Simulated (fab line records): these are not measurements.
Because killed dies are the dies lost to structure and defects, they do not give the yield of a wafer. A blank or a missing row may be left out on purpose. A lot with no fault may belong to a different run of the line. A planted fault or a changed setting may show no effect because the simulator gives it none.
Which tool is to blame? || flow rit-cmos || 13 lots with 39 wafers sampled at 2 steps, on a route of 202 steps

== WHAT EACH GAUGE READ, for each wafer ==
RIT_NRETRO_TW_MEAS_10. Usual: NRETRO_TW typically reads 1055, with standard deviation 7.4.
{"lot": "L639", "measured": "day 2 05:25", "on": "film-metro-02", "NRETRO_TW": "1052 1047 1046", "flag": ""}
{"lot": "L640", "measured": "day 2 11:37", "on": "film-metro-03", "NRETRO_TW": "1062 1063 1062", "flag": ""}
{"lot": "L641", "measured": "day 2 16:16", "on": "film-metro-04", "NRETRO_TW": "1057 1055 1064", "flag": ""}
{"lot": "L642", "measured": "day 2 21:27", "on": "film-metro-03", "NRETRO_TW": "1060 1060 1061", "flag": ""}
{"lot": "L643", "measured": "day 3 01:34", "on": "film-metro-04", "NRETRO_TW": "1051 1042 1048", "flag": ""}
{"lot": "L644", "measured": "day 3 06:28", "on": "film-metro-04", "NRETRO_TW": "1057 1059 1054", "flag": ""}
{"lot": "L645", "measured": "day 3 11:57", "on": "film-metro-03", "NRETRO_TW": "1072 1065 1069", "flag": ""}
{"lot": "L646", "measured": "day 3 16:26", "on": "film-metro-04", "NRETRO_TW": "1049 1052 1058", "flag": ""}
{"lot": "L647", "measured": "day 3 22:05", "on": "film-metro-03", "NRETRO_TW": "1067 1066 1071", "flag": ""}
{"lot": "L649", "measured": "day 4 08:40", "on": "film-metro-02", "NRETRO_TW": "1431 1430 1430", "flag": "OFF"}
{"lot": "L650", "measured": "day 4 13:12", "on": "film-metro-02", "NRETRO_TW": "1427 1424 1435", "flag": "OFF"}
{"lot": "L651", "measured": "day 4 17:44", "on": "film-metro-02", "NRETRO_TW": "1429 1428 1421", "flag": "OFF"}
{"lot": "L652", "measured": "day 4 23:00", "on": "film-metro-02", "NRETRO_TW": "1423 1432 1434", "flag": "OFF"}

== EACH LOT AND THE TOOL THAT RAN IT (in order: tool; ch and the chambers of the sampled wafers; start) ==
{"lot": "L639", "RIT_NRETRO_IMPLANT_08": "implanter-02 ch 0, day 2 05:07"}
{"lot": "L640", "RIT_NRETRO_IMPLANT_08": "implanter-03 ch 0, day 2 11:19"}
{"lot": "L641", "RIT_NRETRO_IMPLANT_08": "implanter-03 ch 0, day 2 15:56"}
{"lot": "L642", "RIT_NRETRO_IMPLANT_08": "implanter-01 ch 0, day 2 21:07"}
{"lot": "L643", "RIT_NRETRO_IMPLANT_08": "implanter-01 ch 0, day 3 01:17"}
{"lot": "L644", "RIT_NRETRO_IMPLANT_08": "implanter-01 ch 0, day 3 06:09"}
{"lot": "L645", "RIT_NRETRO_IMPLANT_08": "implanter-01 ch 0, day 3 11:37"}
{"lot": "L646", "RIT_NRETRO_IMPLANT_08": "implanter-01 ch 0, day 3 16:07"}
{"lot": "L647", "RIT_NRETRO_IMPLANT_08": "implanter-01 ch 0, day 3 21:47"}
{"lot": "L649", "RIT_NRETRO_IMPLANT_08": "implanter-02 ch 0, day 4 08:20"}
{"lot": "L650", "RIT_NRETRO_IMPLANT_08": "implanter-02 ch 0, day 4 12:52"}
{"lot": "L651", "RIT_NRETRO_IMPLANT_08": "implanter-02 ch 0, day 4 17:25"}
{"lot": "L652", "RIT_NRETRO_IMPLANT_08": "implanter-02 ch 0, day 4 22:41"}
- RIT_NRETRO_IMPLANT_08

== AS READ BY THE TOOLS THEMSELVES (means over the sampled wafers that have a number; for cases with no such wafer, the mark the record gives instead) ==
RIT_NRETRO_IMPLANT_08. Usual: 70.002 for beam-energy-keV, sd 0.021.
{"lot": "L639", "tool": "implanter-02", "beam-energy-keV": 69.993, "flag": ""}
{"lot": "L640", "tool": "implanter-03", "beam-energy-keV": 69.980, "flag": ""}
{"lot": "L641", "tool": "implanter-03", "beam-energy-keV": 70.035, "flag": ""}
{"lot": "L642", "tool": "implanter-01", "beam-energy-keV": 69.997, "flag": ""}
{"lot": "L643", "tool": "implanter-01", "beam-energy-keV": 69.999, "flag": ""}
{"lot": "L644", "tool": "implanter-01", "beam-energy-keV": 70.016, "flag": ""}
{"lot": "L645", "tool": "implanter-01", "beam-energy-keV": 70.012, "flag": ""}
{"lot": "L646", "tool": "implanter-01", "beam-energy-keV": 69.986, "flag": ""}
{"lot": "L647", "tool": "implanter-01", "beam-energy-keV": 70.029, "flag": ""}
{"lot": "L649", "tool": "implanter-02", "beam-energy-keV": 69.977, "flag": ""}
{"lot": "L650", "tool": "implanter-02", "beam-energy-keV": 69.998, "flag": ""}
{"lot": "L651", "tool": "implanter-02", "beam-energy-keV": 69.990, "flag": ""}
{"lot": "L652", "tool": "implanter-02", "beam-energy-keV": 69.985, "flag": ""}

== THE ANSWER, worked out from the rows above alone ==
Rule: a lot is off if the mean of its wafers that have a number lies more than 3 standard deviations from the usual mean. Also off: a lot with no number at a reading for which 4 or more lots have one. Where the step has rows for the other lots, those lots are counted as sound. First the gauges in route order, then the tools' own readings, where a lot's mean is used as printed above. The first step at which some lot is off is used, and at that step the reading that is off furthest; a lot without a number counts as furthest.
Off: L649, L650, L651, L652, at RIT_NRETRO_TW_MEAS_10 (NRETRO_TW).
A tool fits if, at a process step before that reading, it ran every lot that is off, and no sound lot after the first of them. Those tools and the gauges at RIT_NRETRO_TW_MEAS_10 are tried in the same way. 2 tools fit, implanter-02 at RIT_NRETRO_IMPLANT_08 and film-metro-02 at RIT_NRETRO_TW_MEAS_10, so this cannot tell which one it is.

== WHAT THE SIMULATOR PUT IN ==
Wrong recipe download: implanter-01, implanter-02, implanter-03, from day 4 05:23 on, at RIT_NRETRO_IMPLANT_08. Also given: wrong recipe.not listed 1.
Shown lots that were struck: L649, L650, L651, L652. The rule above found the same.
